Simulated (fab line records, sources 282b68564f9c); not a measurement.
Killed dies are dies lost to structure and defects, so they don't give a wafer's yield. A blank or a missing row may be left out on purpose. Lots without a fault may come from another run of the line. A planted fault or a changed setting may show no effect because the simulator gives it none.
One fault seen from 2 desks | flow rit_cmos | each desk has only its own numbers; what lay behind them comes last

THE TOOL OWNER'S DESK: implanter-02
The tool's own readings at RIT_PWELL_IMPLANT_08: means of the sampled wafers that have a number, for each lot that ran on this tool. A lot is out of limits, marked OUT, if its mean lies more than 4 standard deviations from the usual mean; the brackets give that distance.
Columns: A = beam_energy_keV at RIT_PWELL_IMPLANT_08, usual 170.00; B = beam_on_s at RIT_PWELL_IMPLANT_08, usual 10.01 s
lot  | first seen here | A                        | B
L708 | day 2 12:13     | 170.01                   | 9.85
L710 | day 2 20:38     | 170.08                   | 10.22
L712 | day 3 06:50     | 170.00                   | 9.94
L716 | day 4 01:07     | 170.00                   | 10.07
L718 | day 4 12:11     | 169.99                   | 9.74
L720 | day 4 20:25     | 170.03                   | 9.93
L722 | day 5 08:19     | 118.99 (-99 or more) OUT | 10.11
L723 | day 5 12:46     | 118.97 (-99 or more) OUT | 10.00
This desk's finding: out of limits on L722, L723; first on L722, day 5 08:19 (beam_energy_keV at RIT_PWELL_IMPLANT_08). In limits: L708, L710, L712, L716, L718, L720.

THE METROLOGY DESK
What the gauges read, lot by lot, whatever tool the lot ran on: means of the sampled wafers that have a number. A lot is out of limits, marked OUT, if its mean lies more than 4 standard deviations from the usual mean; the brackets give that distance.
Columns: A = PWELL_RS at RIT_WELLDRIVE_RS_MEAS_02, usual 424.4 ohm/sq
lot  | first seen here | A
L708 | day 2 18:41     | 422.2
L710 | day 3 02:25     | 424.0
L711 | day 3 09:43     | 424.1
L712 | day 3 12:42     | 424.9
L714 | day 3 23:06     | 424.4
L716 | day 4 07:38     | 425.2
L718 | day 4 18:05     | 425.4
L719 | day 4 22:43     | 425.0
L720 | day 5 02:01     | 423.1
L722 | day 5 13:54     | 437.0 (+11) OUT
L723 | day 5 18:59     | 437.0 (+11) OUT
L725 | day 6 05:25     | 424.6
L727 | day 6 14:29     | 424.4
L728 | day 6 19:45     | 425.4
This desk's finding: out of limits on L722, L723; first on L722, day 5 13:54 (PWELL_RS at RIT_WELLDRIVE_RS_MEAS_02). In limits: L708, L710, L711, L712, L714, L716, L718, L719, L720, L725, L727, L728.

PUT TOGETHER
The tool owner's desk could have raised an alarm at day 5 08:19, on L722, L723.
The metrology desk could have raised an alarm at day 5 13:54, on L722, L723.
Of the lots named, all ran RIT_PWELL_IMPLANT_08 on implanter-02.

WHAT THE SIMULATOR HAD PUT IN
Process parameter drift: implanter-02, from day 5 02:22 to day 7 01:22, at RIT_PWELL_IMPLANT_08. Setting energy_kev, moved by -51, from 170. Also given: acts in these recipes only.
Lots struck among those shown: L722, L723.
Hours from the fault's start to each desk's first reading out of limits: the tool owner's desk, 6; the metrology desk, 12.
